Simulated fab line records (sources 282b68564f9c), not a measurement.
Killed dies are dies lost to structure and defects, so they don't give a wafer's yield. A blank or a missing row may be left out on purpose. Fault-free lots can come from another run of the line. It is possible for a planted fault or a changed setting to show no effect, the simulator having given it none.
fab line records | flow ritCmos
[record] lots = 6 | wafers = 18 | lastDay = 7
route steps=202 shown PWELL@42 WELLDRIVE@50 NWELL@51 NRETRO@53 M1@202
lots that met no fault: from a run of the same line without faults
startH: start of the lot's first displayed wafer, in hours after the record's first day | waitH: how many hours have passed since the lot's step before this one | " same as the row above | L1.1+2: one row covering several wafers at once | - no value, or no start given | * or withheld: withheld | < > ~ a bound
route shown NAME@n: NAME is a module with steps in the file, n the number in the route of the first one | usual: the fault-free wafers' mean and standard deviation | same: alike in all rows | chamber/n: place in a boat | sites: per-site readings | _std_site: the values' standard deviation | _edge_site: mean of outer sites minus mean of inner sites | radiusMm: how far each site lies from the wafer's centre | mask NAME#n: copy n | behind: the most recent tool/chamber to have shaped the wafer | hold: cause of the lot's hold/its duration in hours/its outcome | device: which transistor (n, p or np) failed to switch | end of line: at the end of the route, the tests of the same wafers | a step without rows: its recipe alone | killed: at the first sort, the dies lost to defects and structure; wafer yield is something else | map: shows each die of a wafer: x if killed, . if not, _ if none is there
set.NAME: the setting that was run; set.NAME@STEP: the one run at that earlier step | model.NAME: the simulator's own value behind a step, which no gauge read
certain route steps with their lots: each step a table, each wafer a row
services: from which hour (startH, from the record's first day; less than 0 if before it) a tool's chamber was out of use, for how many hours, and why
[[steps]]
[step RIT_PWELL_EXPOSE_03]
[recipe] maskId = M3 | na = 0.57 | targetCdNm = 43700 | doseMj = 250
[step RIT_PWELL_PEB_04]
[recipe] resist = NOVOLAK | tempC = withheld | timeS = withheld
[step RIT_PWELL_DEVELOP_05]
[recipe] resist = NOVOLAK | developTimeS = 68 | devTempC = 23
[step RIT_PWELL_OVL_MEAS_06]
[usual] PWELL_OVL = -0.4/1.4
lot.wafer | tool       | chamber | startH | waitH | PWELL_OVL[nm]
L890.2    | overlay-01 | -       | 64.43  | -     | 0.6
L890.4    | "          | -       | "      | "     | 1.4
L890.6    | "          | -       | "      | "     | 1.0
L891.2    | overlay-01 | -       | 74.42  | -     | -0.3
L891.3    | "          | -       | "      | "     | 0.5
L891.5    | "          | -       | "      | "     | -0.4
L899.1    | overlay-02 | -       | 108.02 | -     | 0.8
L899.2    | "          | -       | "      | "     | -1.5
L899.3    | "          | -       | "      | "     | -0.5
L900.3    | overlay-02 | -       | 113.61 | -     | -2.3
L900.4    | "          | -       | "      | "     | -2.3
L900.5    | "          | -       | "      | "     | -2.0
L902.1    | overlay-02 | -       | 123.79 | -     | 0.9
L902.3    | "          | -       | "      | "     | 0.6
L902.5    | "          | -       | "      | "     | 0.8
L904.2    | overlay-02 | -       | 134.94 | -     | 0.2
L904.3    | "          | -       | "      | "     | -0.3
L904.5    | "          | -       | "      | "     | -1.5
[step RIT_PWELL_HARDBAKE_07]
[recipe] resist = NOVOLAK | tempC = 140 | timeS = 120
[step RIT_PWELL_IMPLANT_08]
[recipe] species = B | energyKev = 170 | doseCm2 = 7e+13 | tiltDeg = 7
[step RIT_PWELL_STRIP_09]
[recipe] chemistry = O2 | timeS = 180 | resist = NOVOLAK | platenTempC = withheld | powerW = 500 | pressureMtorr = 4000 | o2FlowSccm = 4000
[usual] drypumpMotorCurrentA = 5.7/0.55
lot.wafer | tool           | chamber | startH | waitH | drypumpMotorCurrentA | rfHoursCounterH
L890.2    | plasmaAsher-01 | 1       | 64.86  | 0.1   | 5.1                  | 38
L890.4    | "              | 0       | "      | "     | 5.5                  | -
L890.6    | "              | 1       | "      | "     | 5.1                  | -
L891.2    | plasmaAsher-04 | 1       | 75.00  | 0.2   | 5.1                  | 27
L891.3    | "              | 1       | "      | "     | 5.1                  | -
L891.5    | "              | 1       | "      | "     | 5.1                  | -
L899.1    | plasmaAsher-04 | 1       | 108.46 | 0.1   | 5.1                  | 31
L899.2    | "              | 0       | "      | "     | 5.7                  | 31
L899.3    | "              | 1       | "      | "     | 5.1                  | -
L900.3    | plasmaAsher-01 | 1       | 114.09 | 0.1   | 5.1                  | -
L900.4    | "              | 0       | "      | "     | 5.5                  | -
L900.5    | "              | 1       | "      | "     | 5.2                  | -
L902.1    | plasmaAsher-03 | 0       | 124.34 | 0.1   | 5.9                  | 1
L902.3    | "              | 0       | "      | "     | 5.9                  | -
L902.5    | "              | 0       | "      | "     | 5.9                  | -
L904.2    | plasmaAsher-04 | 1       | 135.37 | 0.1   | 5.1                  | 34
L904.3    | "              | 1       | "      | "     | 5.2                  | -
L904.5    | "              | 1       | "      | "     | 5.2                  | -
[step RIT_PWELL_TW_MEAS_10]
[usual] PWELL_TW = 949/9.7
lot.wafer | tool         | chamber | startH | waitH | PWELL_TW
L890.2    | filmMetro-02 | -       | 65.04  | 0.1   | 952
L890.4    | "            | -       | "      | "     | 963
L890.6    | "            | -       | "      | "     | 953
L891.2    | filmMetro-02 | -       | 75.19  | 0.1   | 960
L891.3    | "            | -       | "      | "     | 957
L891.5    | "            | -       | "      | "     | 960
L899.1    | filmMetro-04 | -       | 108.64 | 0.1   | 938
L899.2    | "            | -       | "      | "     | 935
L899.3    | "            | -       | "      | "     | 936
L900.3    | filmMetro-02 | -       | 114.23 | 0.1   | 951
L900.4    | "            | -       | "      | "     | 950
L900.5    | "            | -       | "      | "     | 955
L902.1    | filmMetro-03 | -       | 124.51 | 0.1   | 942
L902.3    | "            | -       | "      | "     | 944
L902.5    | "            | -       | "      | "     | 948
L904.2    | filmMetro-03 | -       | 135.55 | 0.1   | 947
L904.3    | "            | -       | "      | "     | 949
L904.5    | "            | -       | "      | "     | 949
[step RIT_WELLDRIVE_ANNEAL_00]
[recipe] tempC = 1100 | timeS = 14700 | ambient = N2
[step RIT_WELLDRIVE_RS_MEAS_01]
[recipe] thkMeasGauge = four-point-probe
[usual] NWELL_RS = 275.6/0.67
lot.wafer | tool         | chamber | startH | waitH | NWELL_RS[ohm/sq]
L890.2    | filmMetro-03 | -       | 70.98  | 0.0   | 277.0
L890.4    | "            | -       | "      | "     | 276.7
L890.6    | "            | -       | "      | "     | 276.3
L891.2    | filmMetro-03 | -       | 81.21  | 0.0   | 274.2
L891.3    | "            | -       | "      | "     | 275.4
L891.5    | "            | -       | "      | "     | 275.0
L899.1    | filmMetro-02 | -       | 114.82 | 0.0   | 276.1
L899.2    | "            | -       | "      | "     | 275.3
L899.3    | "            | -       | "      | "     | 275.7
L900.3    | filmMetro-04 | -       | 121.13 | 0.0   | 276.0
L900.4    | "            | -       | "      | "     | 275.4
L900.5    | "            | -       | "      | "     | 275.1
L902.1    | filmMetro-04 | -       | 131.06 | 0.0   | 276.5
L902.3    | "            | -       | "      | "     | 277.0
L902.5    | "            | -       | "      | "     | 276.8
L904.2    | filmMetro-02 | -       | 141.73 | 0.0   | 275.5
L904.3    | "            | -       | "      | "     | 276.4
L904.5    | "            | -       | "      | "     | 275.8
[step RIT_WELLDRIVE_RS_MEAS_02]
[recipe] thkMeasGauge = four-point-probe
[usual] PWELL_RS = 429.3/1.4
lot.wafer | tool         | chamber | startH | waitH | PWELL_RS[ohm/sq]
L890.2    | filmMetro-03 | -       | 71.10  | 0.1   | 430.8
L890.4    | "            | -       | "      | "     | 429.7
L890.6    | "            | -       | "      | "     | 428.8
L891.2    | filmMetro-03 | -       | 81.33  | 0.1   | 430.3
L891.3    | "            | -       | "      | "     | 430.8
L891.5    | "            | -       | "      | "     | 430.9
L899.1    | filmMetro-02 | -       | 114.94 | 0.1   | 430.5
L899.2    | "            | -       | "      | "     | 432.7
L899.3    | "            | -       | "      | "     | 431.9
L900.3    | filmMetro-04 | -       | 121.25 | 0.1   | 431.1
L900.4    | "            | -       | "      | "     | 430.9
L900.5    | "            | -       | "      | "     | 431.7
L902.1    | filmMetro-04 | -       | 131.18 | 0.1   | 429.1
L902.3    | "            | -       | "      | "     | 429.5
L902.5    | "            | -       | "      | "     | 429.2
L904.2    | filmMetro-02 | -       | 141.85 | 0.1   | 430.4
L904.3    | "            | -       | "      | "     | 430.0
L904.5    | "            | -       | "      | "     | 429.8
[step RIT_NRETRO_HMDS_00]
[recipe] primeTimeS = 60 | primeTempC = 140
[step RIT_NRETRO_COAT_01]
[recipe] resist = NOVOLAK | spinRpm = 2000 | resistThkNm = 1300
[usual] resistLineTempC = 23.00/0.11 | spinSpeedRpm = 1999.9/1.6
lot.wafer | tool          | chamber | startH | waitH | resistLineTempC | spinSpeedRpm | model.NOVOLAK_of_NRETRO_COAT_01.thkNm
L890.2    | lithoTrack-03 | 0       | 71.37  | 0.1   | 22.98           | 2001.5       | 1293
L890.4    | "             | 0       | "      | "     | 22.79           | 1999.1       | 1294
L890.6    | "             | 0       | "      | "     | 23.07           | 2001.9       | 1296
L891.2    | lithoTrack-03 | 0       | 81.70  | 0.1   | 23.07           | 2000.4       | 1297
L891.3    | "             | 0       | "      | "     | 23.22           | 1999.9       | 1295
L891.5    | "             | 0       | "      | "     | 23.00           | 2000.9       | 1297
L899.1    | lithoTrack-03 | 0       | 115.21 | 0.1   | 23.02           | 1905.2       | 1333
L899.2    | "             | 0       | "      | "     | 23.08           | 1903.1       | 1328
L899.3    | "             | 0       | "      | "     | 23.02           | 1906.8       | 1330
L900.3    | lithoTrack-03 | 0       | 121.63 | 0.1   | 23.17           | 1904.3       | 1335
L900.4    | "             | 0       | "      | "     | 22.98           | 1905.2       | 1332
L900.5    | "             | 0       | "      | "     | 23.14           | 1905.9       | 1334
L902.1    | lithoTrack-02 | 0       | 131.45 | 0.1   | 22.85           | 2000.8       | 1304
L902.3    | "             | 0       | "      | "     | 22.85           | 1998.4       | 1301
L902.5    | "             | 0       | "      | "     | 22.86           | 1996.8       | 1302
L904.2    | lithoTrack-01 | 0       | 142.12 | 0.1   | 23.03           | 2000.0       | 1293
L904.3    | "             | 0       | "      | "     | 23.11           | 1997.3       | 1297
L904.5    | "             | 0       | "      | "     | 22.91           | 1998.5       | 1294
[step RIT_NRETRO_SOFTBAKE_02]
[recipe] resist = NOVOLAK | tempC = 90 | timeS = 60
[step RIT_NRETRO_EXPOSE_03]
[recipe] maskId = M4 | na = 0.57 | targetCdNm = 43900 | doseMj = 250
[step RIT_NRETRO_PEB_04]
[recipe] resist = NOVOLAK | tempC = withheld | timeS = withheld
[step RIT_NRETRO_DEVELOP_05]
[recipe] resist = NOVOLAK | developTimeS = 68 | devTempC = 23
[step RIT_NRETRO_OVL_MEAS_06]
[usual] NRETRO_OVL = 0.3/1.6
lot.wafer | tool       | chamber | startH | waitH | NRETRO_OVL[nm]
L890.2    | overlay-02 | -       | 72.19  | -     | -1.1
L890.4    | "          | -       | "      | "     | -2.0
L890.6    | "          | -       | "      | "     | -3.5
L891.2    | overlay-01 | -       | 82.54  | -     | 1.3
L891.3    | "          | -       | "      | "     | 3.0
L891.5    | "          | -       | "      | "     | 1.9
L899.1    | overlay-02 | -       | 115.94 | -     | -1.4
L899.2    | "          | -       | "      | "     | -1.2
L899.3    | "          | -       | "      | "     | -1.3
L900.3    | overlay-02 | -       | 122.33 | -     | -1.7
L900.4    | "          | -       | "      | "     | -0.8
L900.5    | "          | -       | "      | "     | -0.5
L902.1    | overlay-01 | -       | 132.30 | -     | 2.4
L902.3    | "          | -       | "      | "     | 2.5
L902.5    | "          | -       | "      | "     | 2.3
L904.2    | overlay-01 | -       | 142.96 | -     | 0.8
L904.3    | "          | -       | "      | "     | -0.8
L904.5    | "          | -       | "      | "     | 1.5
[step RIT_NRETRO_HARDBAKE_07]
[recipe] resist = NOVOLAK | tempC = 140 | timeS = 120
[usual] resistLineTempC = 22.99/0.11
lot.wafer | tool          | chamber | startH | waitH | resistLineTempC | model.NOVOLAK_of_NRETRO_COAT_01.thkNm
L890.2    | lithoTrack-02 | 0       | 72.27  | 0.1   | 22.94           | 1131
L890.4    | "             | 0       | "      | "     | 22.94           | 1132
L890.6    | "             | 0       | "      | "     | 22.93           | 1133
L891.2    | lithoTrack-01 | 0       | 82.77  | 0.2   | 22.84           | 1134
L891.3    | "             | 0       | "      | "     | 23.13           | 1133
L891.5    | "             | 0       | "      | "     | 23.00           | 1135
L899.1    | lithoTrack-02 | 0       | 115.98 | 0.0   | 23.01           | 1166
L899.2    | "             | 0       | "      | "     | 23.16           | 1161
L899.3    | "             | 0       | "      | "     | 23.09           | 1163
L900.3    | lithoTrack-01 | 0       | 122.46 | 0.1   | 22.90           | 1167
L900.4    | "             | 0       | "      | "     | 22.83           | 1165
L900.5    | "             | 0       | "      | "     | 22.87           | 1166
L902.1    | lithoTrack-02 | 0       | 132.52 | 0.2   | 23.09           | 1140
L902.3    | "             | 0       | "      | "     | 23.02           | 1138
L902.5    | "             | 0       | "      | "     | 23.04           | 1138
L904.2    | lithoTrack-03 | 0       | 143.03 | 0.1   | 22.80           | 1131
L904.3    | "             | 0       | "      | "     | 22.86           | 1135
L904.5    | "             | 0       | "      | "     | 22.88           | 1132
[step RIT_NRETRO_IMPLANT_08]
[recipe] species = P | energyKev = 70 | doseCm2 = 1e+13 | tiltDeg = 7
[step RIT_M1_PROBE_99]
[usual] killedAtFrontEnd = 7/3 | killedDies = 7/3 | killedOnRim = 2/1.4 | killedOpen = 3.6/1.9 | killedShort = 3.2/1.8
[same] grossDies = 264 | killed_at_M0_to_M3 = 0 | killed_at_M4_up = 0 | killedAtBackSide = 0 | killedAtContacts = 0 | killedAtOther = 0
lot.wafer | tool      | chamber | startH | waitH | killedAtFrontEnd | killedDies | killedOnRim | killedOpen | killedShort
L891.2    | prober-02 | -       | 114.10 | 0.1   | 14               | 14         | 6           | 7          | 7
L891.3    | prober-02 | -       | 114.15 | 0.2   | 8                | 8          | 3           | 4          | 4
L891.5    | prober-02 | -       | 114.25 | 0.2   | 9                | 9          | 4           | 6          | 3
L899.1    | prober-01 | -       | 142.90 | 0.1   | 5                | 5          | 2           | 2          | 3
L899.2    | prober-01 | -       | 142.95 | 0.1   | 3                | 3          | 1           | 1          | 2
L899.3    | prober-01 | -       | 143.00 | 0.2   | 7                | 7          | 3           | 3          | 4
L900.3    | prober-02 | -       | 153.31 | 0.2   | 6                | 6          | 2           | 3          | 3
L900.4    | prober-02 | -       | 153.36 | 0.2   | 8                | 8          | 3           | 5          | 3
L900.5    | prober-02 | -       | 153.41 | 0.2   | 12               | 12         | 0           | 5          | 7
L902.1    | prober-02 | -       | 161.23 | 0.1   | 8                | 8          | 2           | 5          | 3
L902.3    | prober-02 | -       | 161.33 | 0.2   | 2                | 2          | 0           | 0          | 2
L902.5    | prober-02 | -       | 161.43 | 0.2   | 5                | 5          | 3           | 2          | 3
L904.2    | prober-02 | -       | 172.69 | 0.1   | 6                | 6          | 0           | 1          | 5
L904.3    | prober-02 | -       | 172.74 | 0.2   | 5                | 5          | 1           | 3          | 2
L904.5    | prober-02 | -       | 172.84 | 0.2   | 7                | 7          | 1           | 3          | 4
// killed by level:class
L891.2 GATE:geometricParticle:short=4 GATE:geometricParticle:open=2 REOX:geometricParticle:open=2 SPACER:geometricParticle:short=2 FOX1:geometricParticle:open=1 FOX2:geometricParticle:open=1 SPACER:geometricParticle:open=1 STARTING-WAFER:geometricParticle:short=1
L891.3 GATE:geometricParticle:short=2 FOX1:geometricParticle:open=1 FOX2:geometricParticle:open=1 GATE:geometricParticle:open=1 REOX:geometricParticle:short=1 REOX:geometricParticle:open=1 SILICIDE:geometricParticle:short=1
L891.5 REOX:geometricParticle:open=2 REOX:geometricParticle:short=2 SPACER:geometricParticle:open=2 GATE:geometricParticle:open=1 GATE:geometricParticle:short=1 SILICIDE:geometricParticle:open=1
L899.1 GATE:geometricParticle:short=3 FOX1:geometricParticle:open=1 SPACER:geometricParticle:open=1
L899.2 GATE:geometricParticle:short=1 REOX:geometricParticle:open=1 SPACER:geometricParticle:short=1
L899.3 REOX:geometricParticle:open=2 SPACER:geometricParticle:short=2 FOX1:geometricParticle:short=1 GATE:geometricParticle:open=1 GATE:geometricParticle:short=1
L900.3 ACTIVE:geometricParticle:short=1 FOX1:geometricParticle:short=1 FOX1:geometricParticle:open=1 FOX2:geometricParticle:open=1 GATE:geometricParticle:open=1 SILICIDE:geometricParticle:short=1
L900.4 GATE:geometricParticle:open=4 GATE:geometricParticle:short=3 REOX:geometricParticle:open=1
L900.5 GATE:geometricParticle:short=3 GATE:geometricParticle:open=3 FOX1:geometricParticle:short=2 REOX:geometricParticle:open=1 REOX:geometricParticle:short=1 SILICIDE:geometricParticle:open=1 SILICIDE:geometricParticle:short=1
L902.1 SILICIDE:geometricParticle:open=3 GATE:geometricParticle:open=2 REOX:geometricParticle:short=2 SILICIDE:geometricParticle:short=1
L902.3 FOX1:geometricParticle:short=1 GATE:geometricParticle:short=1
L902.5 FOX2:geometricParticle:short=1 GATE:geometricParticle:short=1 GATE:geometricParticle:open=1 SPACER:geometricParticle:short=1 SILICIDE:geometricParticle:open=1
L904.2 FOX1:geometricParticle:short=2 GATE:geometricParticle:short=2 FOX1:geometricParticle:open=1 REOX:geometricParticle:short=1
L904.3 FOX1:geometricParticle:short=1 FOX2:geometricParticle:open=1 GATE:geometricParticle:open=1 REOX:geometricParticle:open=1 SILICIDE:geometricParticle:short=1
L904.5 FOX1:geometricParticle:open=1 FOX1:geometricParticle:short=1 GATE:geometricParticle:open=1 GATE:geometricParticle:short=1 REOX:geometricParticle:short=1 SILICIDE:geometricParticle:short=1 SILICIDE:geometricParticle:open=1
[[services]]
tool           | chamber | startH | hours | kind
plasmaAsher-04 | -       | 73.26  | 1.3   | repair
plasmaAsher-03 | -       | 108.75 | 9.0   | pm
plasmaAsher-03 | 0       | 108.75 | 9.0   | ventCycle
plasmaAsher-03 | 1       | 108.75 | 9.0   | ventCycle
plasmaAsher-03 | 0       | 117.75 | -     | clean
plasmaAsher-03 | 1       | 117.75 | -     | clean
plasmaAsher-04 | -       | 131.30 | 3.8   | repair
[[key]]
[firstSign] step = RIT_NRETRO_COAT_01 | reading = spinSpeedRpm | direction = down | sigmas = 59 | usual = 1999.9 | struck = 1905.1
effect none on later readings
[modelEffect] step = RIT_NRETRO_COAT_01 | value = NOVOLAK_of_NRETRO_COAT_01.thkNm | without = 1301 | struck = 1332
[modelEffect] step = RIT_NRETRO_HARDBAKE_07 | value = NOVOLAK_of_NRETRO_COAT_01.thkNm | without = 1137 | struck = 1165
metAt RIT_NRETRO_COAT_01
struckWafers L899.1,L899.2,L899.3,L900.3,L900.4,L900.5
testerLeftOut L899,L900
onsetBetween 81.70 115.21
[fault] kind = processParameterDrift | tool = lithoTrack-03 | chamber = - | onsetH = 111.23 | steps = RIT_NRETRO_COAT_01 | channel = spinRpm | offset = -93.39 | shape = step | endH = 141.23 | actsIn = theseRecipesOnly | stated = 2000
// testerLeftOut: of these lots the tester's yield and bins aren't shown, on N5 and GAA mostly nor the transistor test; their killed dies are dies lost to structure and defects alone, not to doping, threshold or leakage, so they don't give the yield
